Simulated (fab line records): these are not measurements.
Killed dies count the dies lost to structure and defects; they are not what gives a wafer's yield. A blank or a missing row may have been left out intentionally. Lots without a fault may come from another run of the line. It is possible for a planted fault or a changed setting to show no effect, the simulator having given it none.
fab line records + flow ritCmos
record:
- lots: 7
- wafers: 21
- lastDay: 7
route steps=202 shown NWELL@38 PWELL@39 WELLDRIVE@50 M1@202
lots with no fault: from the same line, run without faults
startH: hours from the record's first day to the start of the lot's first wafer shown + waitH: how many hours have passed since the lot's step before this one + " as in the row above + L1.1+2: a row that stands for several wafers + - value missing, or start not given + * or withheld: withheld + < > ~ a bound
route shown NAME@n: names a module that has steps shown in the file, with the first one's number in the route + usual: mean/standard deviation taken from wafers without a fault + same: alike in all rows + chamber/n: place in a boat + sites: per-site readings + _std_site: how widely they spread, as a standard deviation + _edge_site: the outer-site mean with the inner-site mean subtracted + radiusMm: how far each site lies from the wafer's centre + mask NAME#n: copy n + behind: the last tool/chamber to shape the wafer + hold: what put the lot on hold/how long, in hours/how the hold closed + device: names the non-switching transistor (n, p or np) + end of line: the tests these same wafers got at the end of their route + where a step has no rows: the recipe by itself + killed: count of dies lost to structure and defects at first sort (not the wafer's yield) + map: the dies of a wafer, with x for killed, . for not killed, _ for no die there
set.NAME: the run value of the setting; set.NAME@STEP: its run value at that earlier step + model.NAME: the simulator's own value behind a step, which no gauge read
lots at some steps of the route; a table a step, a row a wafer
services: from which hour (startH, from the record's first day; less than 0 if before it) a tool's chamber was out of use, for how many hours, and why
== steps ==
step: RIT_NWELL_TW_MEAS_10
usual:
- NWELL_TW: 2156/22
| lot.wafer | tool         | chamber | startH | waitH | NWELL_TW |
|-----------|--------------|---------|--------|-------|----------|
| L686.1    | filmMetro-02 | -       | 55.74  | 0.1   | 2147     |
| L686.2    | "            | -       | "      | "     | 2161     |
| L686.5    | "            | -       | "      | "     | 2148     |
| L687.3    | filmMetro-04 | -       | 61.01  | 0.1   | 2175     |
| L687.4    | "            | -       | "      | "     | 2159     |
| L687.5    | "            | -       | "      | "     | 2180     |
| L696.1    | filmMetro-04 | -       | 106.95 | 0.1   | 2165     |
| L696.4    | "            | -       | "      | "     | 2184     |
| L696.5    | "            | -       | "      | "     | 2179     |
| L698.2    | filmMetro-04 | -       | 115.89 | 0.1   | 2175     |
| L698.3    | "            | -       | "      | "     | 2182     |
| L698.4    | "            | -       | "      | "     | 2167     |
| L699.2    | filmMetro-02 | -       | 121.28 | 0.1   | 2167     |
| L699.4    | "            | -       | "      | "     | 2172     |
| L699.5    | "            | -       | "      | "     | 2164     |
| L700.1    | filmMetro-04 | -       | 125.90 | 0.1   | 2190     |
| L700.3    | "            | -       | "      | "     | 2182     |
| L700.6    | "            | -       | "      | "     | 2185     |
| L701.3    | filmMetro-02 | -       | 132.47 | 0.1   | 2157     |
| L701.5    | "            | -       | "      | "     | 2167     |
| L701.6    | "            | -       | "      | "     | 2174     |
step: RIT_PWELL_HMDS_00
recipe:
- primeTimeS: 60
- primeTempC: 140
step: RIT_PWELL_COAT_01
recipe:
- resist: NOVOLAK
- spinRpm: 2000
- resistThkNm: 1300
step: RIT_PWELL_SOFTBAKE_02
recipe:
- resist: NOVOLAK
- tempC: 90
- timeS: 60
step: RIT_PWELL_EXPOSE_03
recipe:
- maskId: M3
- na: 0.57
- targetCdNm: 43700
- doseMj: 250
step: RIT_PWELL_PEB_04
recipe:
- resist: NOVOLAK
- tempC: withheld
- timeS: withheld
step: RIT_PWELL_DEVELOP_05
recipe:
- resist: NOVOLAK
- developTimeS: 68
- devTempC: 23
step: RIT_PWELL_OVL_MEAS_06
usual:
- PWELL_OVL: 0.1/1.3
| lot.wafer | tool       | chamber | startH | waitH | PWELL_OVL[nm] |
|-----------|------------|---------|--------|-------|---------------|
| L686.1    | overlay-02 | -       | 56.72  | -     | 0.5           |
| L686.2    | "          | -       | "      | "     | 0.7           |
| L686.5    | "          | -       | "      | "     | -0.5          |
| L687.3    | overlay-01 | -       | 62.23  | -     | 1.8           |
| L687.4    | "          | -       | "      | "     | 2.6           |
| L687.5    | "          | -       | "      | "     | 2.5           |
| L696.1    | overlay-01 | -       | 107.89 | -     | 0.0           |
| L696.4    | "          | -       | "      | "     | 1.7           |
| L696.5    | "          | -       | "      | "     | 0.9           |
| L698.2    | overlay-02 | -       | 117.09 | -     | 1.3           |
| L698.3    | "          | -       | "      | "     | 0.0           |
| L698.4    | "          | -       | "      | "     | 1.3           |
| L699.2    | overlay-01 | -       | 122.35 | -     | 2.0           |
| L699.4    | "          | -       | "      | "     | 2.2           |
| L699.5    | "          | -       | "      | "     | 0.7           |
| L700.1    | overlay-02 | -       | 126.96 | -     | -0.2          |
| L700.3    | "          | -       | "      | "     | -0.1          |
| L700.6    | "          | -       | "      | "     | 2.9           |
| L701.3    | overlay-01 | -       | 133.40 | -     | -0.5          |
| L701.5    | "          | -       | "      | "     | -0.4          |
| L701.6    | "          | -       | "      | "     | -0.8          |
step: RIT_PWELL_HARDBAKE_07
recipe:
- resist: NOVOLAK
- tempC: 140
- timeS: 120
step: RIT_PWELL_IMPLANT_08
recipe:
- species: B
- energyKev: 170
- doseCm2: 7e+13
- tiltDeg: 7
step: RIT_PWELL_STRIP_09
recipe:
- chemistry: O2
- timeS: 180
- resist: NOVOLAK
- platenTempC: withheld
- powerW: 500
- pressureMtorr: 4000
- o2FlowSccm: 4000
usual:
- drypumpMotorCurrentA: 5.8/0.52
| lot.wafer | tool           | chamber | startH | waitH | drypumpMotorCurrentA | rfHoursCounterH |
|-----------|----------------|---------|--------|-------|----------------------|-----------------|
| L686.1    | plasmaAsher-02 | 0       | 57.15  | 0.1   | 6.5                  | 42              |
| L686.2    | "              | 1       | "      | "     | 5.7                  | 42              |
| L686.5    | "              | 1       | "      | "     | 5.7                  | -               |
| L687.3    | plasmaAsher-02 | 1       | 62.71  | 0.1   | 5.7                  | -               |
| L687.4    | "              | 0       | "      | "     | 6.4                  | -               |
| L687.5    | "              | 0       | "      | "     | 6.5                  | -               |
| L696.1    | plasmaAsher-02 | 1       | 108.33 | 0.1   | 5.7                  | 48              |
| L696.4    | "              | 0       | "      | "     | 6.4                  | -               |
| L696.5    | "              | 0       | "      | "     | 6.4                  | -               |
| L698.2    | plasmaAsher-02 | 0       | 117.68 | 0.2   | 6.5                  | 49              |
| L698.3    | "              | 0       | "      | "     | 6.5                  | -               |
| L698.4    | "              | 1       | "      | "     | 5.7                  | -               |
| L699.2    | plasmaAsher-03 | 1       | 122.78 | 0.1   | 5.7                  | 31              |
| L699.4    | "              | 0       | "      | "     | 6.0                  | -               |
| L699.5    | "              | 1       | "      | "     | 5.7                  | -               |
| L700.1    | plasmaAsher-02 | 1       | 127.47 | 0.1   | 5.7                  | 50              |
| L700.3    | "              | 1       | "      | "     | 5.7                  | -               |
| L700.6    | "              | 1       | "      | "     | 5.7                  | -               |
| L701.3    | plasmaAsher-03 | 0       | 133.88 | 0.1   | 6.0                  | -               |
| L701.5    | "              | 1       | "      | "     | 5.7                  | -               |
| L701.6    | "              | 0       | "      | "     | 6.0                  | -               |
step: RIT_PWELL_TW_MEAS_10
usual:
- PWELL_TW: 954/12
| lot.wafer | tool         | chamber | startH | waitH | PWELL_TW |
|-----------|--------------|---------|--------|-------|----------|
| L686.1    | filmMetro-01 | -       | 57.33  | 0.1   | 940      |
| L686.2    | "            | -       | "      | "     | 945      |
| L686.5    | "            | -       | "      | "     | 943      |
| L687.3    | filmMetro-02 | -       | 62.84  | 0.1   | 952      |
| L687.4    | "            | -       | "      | "     | 961      |
| L687.5    | "            | -       | "      | "     | 959      |
| L696.1    | filmMetro-04 | -       | 108.50 | 0.1   | 963      |
| L696.4    | "            | -       | "      | "     | 964      |
| L696.5    | "            | -       | "      | "     | 967      |
| L698.2    | filmMetro-01 | -       | 117.87 | 0.1   | 943      |
| L698.3    | "            | -       | "      | "     | 949      |
| L698.4    | "            | -       | "      | "     | 948      |
| L699.2    | filmMetro-04 | -       | 122.96 | 0.1   | 965      |
| L699.4    | "            | -       | "      | "     | 973      |
| L699.5    | "            | -       | "      | "     | 975      |
| L700.1    | filmMetro-01 | -       | 127.65 | 0.1   | 940      |
| L700.3    | "            | -       | "      | "     | 937      |
| L700.6    | "            | -       | "      | "     | 940      |
| L701.3    | filmMetro-04 | -       | 134.02 | 0.1   | 968      |
| L701.5    | "            | -       | "      | "     | 970      |
| L701.6    | "            | -       | "      | "     | 971      |
step: RIT_WELLDRIVE_ANNEAL_00
recipe:
- tempC: 1100
- timeS: 14700
- ambient: N2
usual:
- spikeTcCentreC: 1102.2/1.4
- spikeTcLoadC: 1129.2/2.1
- spikeTcSourceC: 1125.6/1.6
- tubeCenterTempC: 1100/0.097
- tube_center_temp_C_max: 1102.9/0.45
- zonePowerCentrePct: 48.8/0.97
- zonePowerLoadPct: 40/3.5
| lot.wafer | tool       | chamber | startH | waitH | spikeTcCentreC | spikeTcLoadC | spikeTcSourceC | tubeCenterTempC | tube_center_temp_C_max | zonePowerCentrePct | zonePowerLoadPct |
|-----------|------------|---------|--------|-------|----------------|--------------|----------------|-----------------|------------------------|--------------------|------------------|
| L686.1    | furnace-04 | 0       | 57.39  | 0.1   | 1100.9         | 1131.6       | 1123.5         | 1099.9          | 1102.5                 | 49.8               | 42               |
| L686.2    | "          | 0       | "      | "     | 1102.9         | 1131.0       | 1125.7         | 1100            | 1102.6                 | 48.3               | 42               |
| L686.5    | "          | 0       | "      | "     | 1103.7         | 1130.6       | 1124.2         | 1099.8          | 1103.1                 | 49.3               | 42               |
| L687.3    | furnace-01 | 0       | 62.88  | 0.0   | 1101.4         | 1127.4       | 1126.1         | 1099.9          | 1102.8                 | 49.7               | 41               |
| L687.4    | "          | 0       | "      | "     | 1102.3         | 1128.4       | 1124.0         | 1100            | 1102.6                 | 50.3               | 41               |
| L687.5    | "          | 0       | "      | "     | 1101.9         | 1126.6       | 1125.1         | 1100            | 1102.9                 | 49.0               | 41               |
| L696.1    | furnace-04 | 0       | 108.56 | 0.1   | 1043.0         | 1071.0       | 1064.5         | 1039.8          | 1043.3                 | 46.0               | 37               |
| L696.4    | "          | 0       | "      | "     | 1041.4         | 1070.9       | 1063.4         | 1040            | 1043.0                 | 46.0               | 37               |
| L696.5    | "          | 0       | "      | "     | 1042.8         | 1070.6       | 1064.7         | 1040            | 1042.2                 | 45.5               | 37               |
| L698.2    | furnace-04 | 0       | 117.92 | 0.0   | 1044.3         | 1070.1       | 1064.0         | 1040            | 1042.8                 | 45.6               | 37               |
| L698.3    | "          | 0       | "      | "     | 1044.9         | 1070.7       | 1064.5         | 1039.9          | 1043.4                 | 46.6               | 38               |
| L698.4    | "          | 0       | "      | "     | 1045.2         | 1069.7       | 1062.8         | 1040.1          | 1042.5                 | 45.4               | 38               |
| L699.2    | furnace-04 | 0       | 123.01 | 0.0   | 1044.3         | 1070.7       | 1063.6         | 1040.2          | 1044.2                 | 44.8               | 37               |
| L699.4    | "          | 0       | "      | "     | 1042.8         | 1069.7       | 1064.1         | 1039.9          | 1042.2                 | 46.7               | 37               |
| L699.5    | "          | 0       | "      | "     | 1042.1         | 1070.3       | 1064.3         | 1040            | 1043.5                 | 46.2               | 38               |
| L700.1    | furnace-03 | 0       | 127.72 | 0.1   | 1101.7         | 1128.8       | 1127.5         | 1100            | 1102.5                 | 48.2               | 34               |
| L700.3    | "          | 0       | "      | "     | 1100.7         | 1129.9       | 1128.3         | 1100.1          | 1102.8                 | 47.9               | 34               |
| L700.6    | "          | 0       | "      | "     | 1099.9         | 1128.8       | 1127.3         | 1100            | 1102.9                 | 47.6               | 35               |
| L701.3    | furnace-01 | 0       | 134.06 | 0.0   | 1100.8         | 1126.9       | 1123.9         | 1100.1          | 1102.5                 | 48.9               | 42               |
| L701.5    | "          | 0       | "      | "     | 1102.1         | 1128.5       | 1126.1         | 1100.2          | 1103.3                 | 49.2               | 41               |
| L701.6    | "          | 0       | "      | "     | 1101.6         | 1126.6       | 1125.2         | 1100            | 1102.7                 | 49.4               | 41               |
step: RIT_WELLDRIVE_RS_MEAS_01
recipe:
- thkMeasGauge: four-point-probe
usual:
- NWELL_RS: 275.5/0.81
| lot.wafer | tool         | chamber | startH | waitH | hold                    | NWELL_RS[ohm/sq] |
|-----------|--------------|---------|--------|-------|-------------------------|------------------|
| L686.1    | filmMetro-01 | -       | 62.47  | 0.0   | -                       | 276.0            |
| L686.2    | "            | -       | "      | "     | -                       | 276.3            |
| L686.5    | "            | -       | "      | "     | -                       | 275.7            |
| L687.3    | filmMetro-04 | -       | 68.01  | 0.0   | -                       | 275.8            |
| L687.4    | "            | -       | "      | "     | -                       | 276.9            |
| L687.5    | "            | -       | "      | "     | -                       | 275.4            |
| L696.1    | filmMetro-01 | -       | 113.64 | 0.0   | awaitDispo/0.2h/release | 348.2            |
| L696.4    | "            | -       | "      | "     | awaitDispo/0.2h/release | 347.0            |
| L696.5    | "            | -       | "      | "     | awaitDispo/0.2h/release | 346.6            |
| L696.1    | filmMetro-01 | -       | 113.93 | 0.3   | -                       | 347.2            |
| L696.4    | "            | -       | "      | "     | -                       | 347.1            |
| L696.5    | "            | -       | "      | "     | -                       | 347.1            |
| L698.2    | filmMetro-02 | -       | 123.02 | 0.0   | awaitDispo/0.2h/release | 346.4            |
| L698.3    | "            | -       | "      | "     | awaitDispo/0.2h/release | 346.1            |
| L698.4    | "            | -       | "      | "     | awaitDispo/0.2h/release | 346.6            |
| L698.2    | filmMetro-02 | -       | 123.31 | 0.3   | -                       | 345.4            |
| L698.3    | "            | -       | "      | "     | -                       | 345.9            |
| L698.4    | "            | -       | "      | "     | -                       | 345.8            |
| L699.2    | filmMetro-04 | -       | 128.11 | 0.0   | awaitDispo/0.2h/release | 347.2            |
| L699.4    | "            | -       | "      | "     | awaitDispo/0.2h/release | 347.2            |
| L699.5    | "            | -       | "      | "     | awaitDispo/0.2h/release | 346.6            |
| L699.2    | filmMetro-04 | -       | 128.40 | 0.3   | -                       | 347.8            |
| L699.4    | "            | -       | "      | "     | -                       | 346.6            |
| L699.5    | "            | -       | "      | "     | -                       | 347.8            |
| L700.1    | filmMetro-01 | -       | 132.81 | 0.0   | -                       | 273.7            |
| L700.3    | "            | -       | "      | "     | -                       | 274.9            |
| L700.6    | "            | -       | "      | "     | -                       | 273.8            |
| L701.3    | filmMetro-04 | -       | 139.18 | 0.0   | -                       | 276.0            |
| L701.5    | "            | -       | "      | "     | -                       | 275.4            |
| L701.6    | "            | -       | "      | "     | -                       | 275.5            |
step: RIT_M1_PROBE_99
usual:
- defectLimitedYield: 97.4/1.1
- killedAtFrontEnd: 6.8/2.8
- killedDies: 6.9/2.8
- killedOpen: 3.3/1.9
- killedShort: 3.5/1.8
- sort_bin_3_pad_short: 0.1/0.22
- sort_bin_5_function: 1.4/0.76
- sort_bin_6_memory: 1.0/0.67
- sortNPass: 257.1/2.8
- sortYieldPct: 97.4/1.1
same:
- grossDies: 264
- killed_at_M0_to_M3: 0
- killed_at_M4_up: 0
- killedAtBackSide: 0
- killedAtContacts: 0
- killedAtOther: 0
| lot.wafer | tool      | chamber | startH | waitH | defectLimitedYield[%] | killedAtFrontEnd | killedDies | killedOpen | killedShort | sort_bin_3_pad_short[%] | sort_bin_5_function[%] | sort_bin_6_memory[%] | sortNPass | sortYieldPct[%] |
|-----------|-----------|---------|--------|-------|-----------------------|------------------|------------|------------|-------------|-------------------------|------------------------|----------------------|-----------|-----------------|
| L686.1    | prober-02 | -       | 90.94  | 0.1   | 96.2                  | 10               | 10         | 3          | 7           | 0.4                     | 1.5                    | 1.9                  | 254.0     | 96.2            |
| L686.2    | prober-02 | -       | 90.99  | 0.1   | 96.6                  | 9                | 9          | 3          | 5           | 0                       | 1.9                    | 1.5                  | 255.0     | 96.6            |
| L686.5    | prober-02 | -       | 91.14  | 0.2   | 95.8                  | 11               | 11         | 3          | 8           | 0.8                     | 3.0                    | 0.4                  | 253.0     | 95.8            |
| L687.3    | prober-01 | -       | 98.34  | 0.2   | 96.2                  | 10               | 10         | 6          | 4           | 0.4                     | 2.7                    | 0.8                  | 254.0     | 96.2            |
| L687.4    | prober-01 | -       | 98.39  | 0.2   | 97.3                  | 7                | 7          | 2          | 5           | 0                       | 1.5                    | 1.1                  | 257.0     | 97.3            |
| L687.5    | prober-01 | -       | 98.44  | 0.2   | 97.3                  | 7                | 7          | 2          | 5           | 0                       | 1.9                    | 0.8                  | 257.0     | 97.3            |
| L700.1    | prober-01 | -       | 163.61 | 0.1   | 97.3                  | 7                | 7          | 2          | 5           | 0                       | 1.9                    | 0.8                  | 257.0     | 97.3            |
| L700.3    | prober-01 | -       | 163.71 | 0.2   | 97.0                  | 8                | 8          | 4          | 4           | 0                       | 1.9                    | 1.1                  | 256.0     | 97.0            |
| L700.6    | prober-01 | -       | 163.86 | 0.2   | 97.3                  | 7                | 7          | 3          | 4           | 0.4                     | 0.8                    | 1.5                  | 257.0     | 97.3            |
| L701.3    | prober-02 | -       | 168.25 | 0.2   | 98.5                  | 4                | 4          | 2          | 2           | 0                       | 0.8                    | 0.8                  | 260.0     | 98.5            |
| L701.5    | prober-02 | -       | 168.35 | 0.2   | 95.1                  | 13               | 13         | 6          | 7           | 0                       | 1.5                    | 3.4                  | 251.0     | 95.1            |
| L701.6    | prober-02 | -       | 168.40 | 0.2   | 97.3                  | 7                | 7          | 4          | 3           | 0.4                     | 1.1                    | 1.1                  | 257.0     | 97.3            |
killed by level:class
L686.1 GATE:geometricParticle:short=3 GATE:geometricParticle:open=2 REOX:geometricParticle:short=2 SILICIDE:geometricParticle:short=2 REOX:geometricParticle:open=1
L686.2 GATE:geometricParticle:short=3 REOX:geometricParticle:short=2 REOX:geometricParticle:open=2 SILICIDE:geometricParticle:open=1 NRETRO:coatMicrobubblePrinted=1
L686.5 GATE:geometricParticle:short=3 REOX:geometricParticle:short=3 REOX:geometricParticle:open=2 FOX2:geometricParticle:open=1 SPACER:geometricParticle:short=1 SILICIDE:geometricParticle:short=1
L687.3 SILICIDE:geometricParticle:open=3 FOX1:geometricParticle:short=2 GATE:geometricParticle:short=2 GATE:geometricParticle:open=2 FOX1:geometricParticle:open=1
L687.4 GATE:geometricParticle:short=2 FOX1:geometricParticle:short=1 GATE:geometricParticle:open=1 REOX:geometricParticle:short=1 SPACER:geometricParticle:short=1 SILICIDE:geometricParticle:open=1
L687.5 SILICIDE:geometricParticle:short=3 FOX1:geometricParticle:short=1 GATE:geometricParticle:short=1 GATE:geometricParticle:open=1 SILICIDE:geometricParticle:open=1
L700.1 GATE:geometricParticle:short=2 REOX:geometricParticle:short=2 FOX1:geometricParticle:open=1 GATE:geometricParticle:open=1 SILICIDE:geometricParticle:short=1
L700.3 GATE:geometricParticle:short=3 FOX1:geometricParticle:open=1 FOX2:geometricParticle:short=1 GATE:geometricParticle:open=1 REOX:geometricParticle:open=1 SPACER:geometricParticle:open=1
L700.6 REOX:geometricParticle:open=3 FOX1:geometricParticle:short=2 REOX:geometricParticle:short=1 SPACER:geometricParticle:short=1
L701.3 GATE:geometricParticle:open=2 GATE:geometricParticle:short=1 SILICIDE:geometricParticle:short=1
L701.5 GATE:geometricParticle:open=3 FOX2:geometricParticle:short=2 REOX:geometricParticle:short=2 FOX1:geometricParticle:open=1 FOX1:geometricParticle:short=1 GATE:geometricParticle:short=1 SPACER:geometricParticle:open=1 SILICIDE:geometricParticle:open=1
L701.6 REOX:geometricParticle:short=3 FOX1:geometricParticle:open=2 REOX:geometricParticle:open=1 SPACER:geometricParticle:open=1
== services ==
| tool           | chamber | startH | hours | kind |
|----------------|---------|--------|-------|------|
| furnace-04     | -       | 72.60  | 4.2   | pm   |
| furnace-03     | -       | 74.59  | 3.4   | pm   |
| plasmaAsher-03 | -       | 74.96  | 24.9  | pm   |
| furnace-03     | -       | 77.94  | 4.1   | pm   |
== key ==
firstSign:
- step: RIT_WELLDRIVE_ANNEAL_00
- reading: tubeCenterTempC
- direction: down
- sigmas: 99+
- usual: *
- struck: *
effect:
- step: RIT_WELLDRIVE_ANNEAL_00
- reading: tube_center_temp_C_max
- direction: down
- sigmas: 99+
- usual: *
- struck: *
effect:
- step: RIT_WELLDRIVE_RS_MEAS_01
- reading: visit
- direction: added
effect:
- step: RIT_WELLDRIVE_RS_MEAS_01
- reading: NWELL_RS
- direction: up
- sigmas: 88
- usual: 275.5
- struck: 346.9
metAt RIT_WELLDRIVE_ANNEAL_00
struckWafers L696.1,L696.4,L696.5,L698.2,L698.3,L698.4,L699.2,L699.4,L699.5
scrappedBehind RIT_WELLDRIVE_RS_MEAS_01 L696.1,L696.4,L696.5,L698.2,L698.3,L698.4,L699.2,L699.4,L699.5
fault:
- kind: processParameterDrift
- tool: furnace-04
- chamber: -
- onsetH: 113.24
- steps: RIT_WELLDRIVE_ANNEAL_00
- channel: tempC
- offset: *
- shape: step
- endH: 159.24
- actsIn: *
- stated: *
